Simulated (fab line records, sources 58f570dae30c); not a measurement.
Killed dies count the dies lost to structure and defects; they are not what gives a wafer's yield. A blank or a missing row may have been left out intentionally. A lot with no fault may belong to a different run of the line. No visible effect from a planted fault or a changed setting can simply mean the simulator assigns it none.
Which tool was responsible? || flow berkeley-cmos170 || 7 lots, 21 wafers sampled, at 2 steps of a route of 331

## WHAT EACH GAUGE READ, for each wafer
UCB170_PSD_CD_MEAS_06: the cd target is 1200 nm.
{"lot": "L755", "measured": "day 7 00:35", "on": "cd-sem-02", "cd-nm (nm)": "1198.7 1198.2 1198.5"}
{"lot": "L757", "measured": "day 7 19:17", "on": "cd-sem-01", "cd-nm (nm)": "1199.5 1198.5 1200.5"}
{"lot": "L762", "measured": "day 9 03:05", "on": "cd-sem-01", "cd-nm (nm)": "- - -"}
{"lot": "L764", "measured": "day 9 08:25", "on": "cd-sem-01", "cd-nm (nm)": "- - -"}
{"lot": "L769", "measured": "day 10 18:40", "on": "cd-sem-02", "cd-nm (nm)": "1201.1 1201.7 1201.2"}
{"lot": "L772", "measured": "day 10 19:05", "on": "cd-sem-02", "cd-nm (nm)": "1198.2 1198.7 1199.2"}
{"lot": "L771", "measured": "day 10 19:06", "on": "cd-sem-01", "cd-nm (nm)": "1200.0 1200.7 1201.2"}

## WHAT TOOL EACH LOT RAN ON (gives the tool, then ch and the chambers of the sampled wafers, and finally the start)
{"lot": "L755", "UCB170_PSD_EXPOSE_03": "krf-scanner-02 ch 0, day 6 23:52"}
{"lot": "L757", "UCB170_PSD_EXPOSE_03": "krf-scanner-02 ch 0, day 7 18:53"}
{"lot": "L762", "UCB170_PSD_EXPOSE_03": "krf-scanner-02, day 9 02:42"}
{"lot": "L764", "UCB170_PSD_EXPOSE_03": "krf-scanner-02, day 9 07:48"}
{"lot": "L769", "UCB170_PSD_EXPOSE_03": "krf-scanner-02 ch 0, day 10 17:47"}
{"lot": "L772", "UCB170_PSD_EXPOSE_03": "krf-scanner-02 ch 0, day 10 18:02"}
{"lot": "L771", "UCB170_PSD_EXPOSE_03": "krf-scanner-02 ch 0, day 10 18:09"}
- UCB170_PSD_EXPOSE_03: exposes mask PSELECT MOD, target cd 1200 nm.

## THE ANSWER, worked out from the rows above alone
Rule: the lots themselves supply what counts as usual. Put in order of their means at a reading, lots are off if they are a third of the lots or fewer, leave a main group of 4 or more, and stand apart from it by a gap of 3 or more times the standard deviation of the main group's means; of several such gaps the widest counts. Not used: any main group whose means are identical at the precision the tables above print for the reading. A lot without any number at a reading at which 4 lots or more have one is off too. The other lots that the step has rows for count as sound.
Off, at UCB170_PSD_CD_MEAS_06 on cd-nm: L762, L764. Without a number there: L762, L764. Mean 1199.7 nm and standard deviation 1.1 in the main group.
If a tool, at a process step before that reading, ran all the lots that are off and no sound lot after the first of them, it fits. Those tools and the gauges at UCB170_PSD_CD_MEAS_06 are tried in the same way. No candidate that was tried fits.

## WHAT THE SIMULATOR HAD PUT IN
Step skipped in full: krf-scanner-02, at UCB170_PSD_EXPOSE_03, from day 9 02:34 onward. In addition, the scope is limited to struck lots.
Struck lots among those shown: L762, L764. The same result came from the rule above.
